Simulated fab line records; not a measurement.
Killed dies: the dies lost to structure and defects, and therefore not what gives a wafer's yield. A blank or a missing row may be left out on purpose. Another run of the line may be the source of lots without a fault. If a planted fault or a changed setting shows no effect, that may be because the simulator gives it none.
Which of the tools did it? || flow berkeley-cmos170 || 21 wafers from 7 lots sampled at 2 of the route's 331 steps

## WHAT THE GAUGES SHOWED, per wafer
UCB170_CONTACT_OVL_MEAS_16.
{"lot": "L217", "measured": "day 7 11:09", "on": "overlay-02", "CONTACT_OVL (nm)": "-8 5 -6"}
{"lot": "L222", "measured": "day 7 23:37", "on": "overlay-01", "CONTACT_OVL (nm)": "-8 -3 0"}
{"lot": "L224", "measured": "day 9 05:29", "on": "overlay-02", "CONTACT_OVL (nm)": "4 0 2"}
{"lot": "L227", "measured": "day 9 05:45", "on": "overlay-01", "CONTACT_OVL (nm)": "2 5 2"}
{"lot": "L228", "measured": "day 9 05:55", "on": "overlay-02", "CONTACT_OVL (nm)": "-13 -10 -10"}
{"lot": "L233", "measured": "day 10 08:32", "on": "overlay-01", "CONTACT_OVL (nm)": "-10 -2 -4"}
{"lot": "L238", "measured": "day 10 23:10", "on": "overlay-01", "CONTACT_OVL (nm)": "245 262 253 245 259 253"}

## TOOL THAT RAN EACH LOT (tool first, then ch and the chambers of the sampled wafers, then the start)
{"lot": "L217", "UCB170_CONTACT_EXPOSE_12": "krf-scanner-02 ch 0, day 7 10:39"}
{"lot": "L222", "UCB170_CONTACT_EXPOSE_12": "krf-scanner-02 ch 0, day 7 23:07"}
{"lot": "L224", "UCB170_CONTACT_EXPOSE_12": "krf-scanner-01 ch 0, day 9 04:50"}
{"lot": "L227", "UCB170_CONTACT_EXPOSE_12": "krf-scanner-01 ch 0, day 9 05:05"}
{"lot": "L228", "UCB170_CONTACT_EXPOSE_12": "krf-scanner-02 ch 0, day 9 05:25"}
{"lot": "L233", "UCB170_CONTACT_EXPOSE_12": "krf-scanner-02 ch 0, day 10 07:59"}
{"lot": "L238", "UCB170_CONTACT_EXPOSE_12": "krf-scanner-01 ch 0, day 10 22:40"}
- UCB170_CONTACT_EXPOSE_12: exposes mask CONT, target cd 700 nm.

## THE ANSWER, worked out from the rows above alone
Rule: usual is defined by the lots themselves. Put in order of their means at a reading, lots are off if they are a third of the lots or fewer, leave a main group of 4 or more, and stand apart from it by a gap of 3 or more times the standard deviation of the main group's means; of several such gaps the widest counts. If all means in a main group match to the digits the tables above print for the reading, that group is not used. A lot without any number at a reading at which 4 lots or more have one is off too. Any other lot the step has rows for is counted as sound.
Off: L238, seen at UCB170_CONTACT_OVL_MEAS_16 (CONTACT_OVL). Main group: mean -3 nm, sd 4.7.
If a tool, at a process step before that reading, ran all the lots that are off and no sound lot after the first of them, it fits. Gauges at UCB170_CONTACT_OVL_MEAS_16: tried the same way as those tools. Can't be told from this: 2 tools fit, krf-scanner-01 at UCB170_CONTACT_EXPOSE_12, overlay-01 at UCB170_CONTACT_OVL_MEAS_16.

## WHAT THE SIMULATOR PUT IN
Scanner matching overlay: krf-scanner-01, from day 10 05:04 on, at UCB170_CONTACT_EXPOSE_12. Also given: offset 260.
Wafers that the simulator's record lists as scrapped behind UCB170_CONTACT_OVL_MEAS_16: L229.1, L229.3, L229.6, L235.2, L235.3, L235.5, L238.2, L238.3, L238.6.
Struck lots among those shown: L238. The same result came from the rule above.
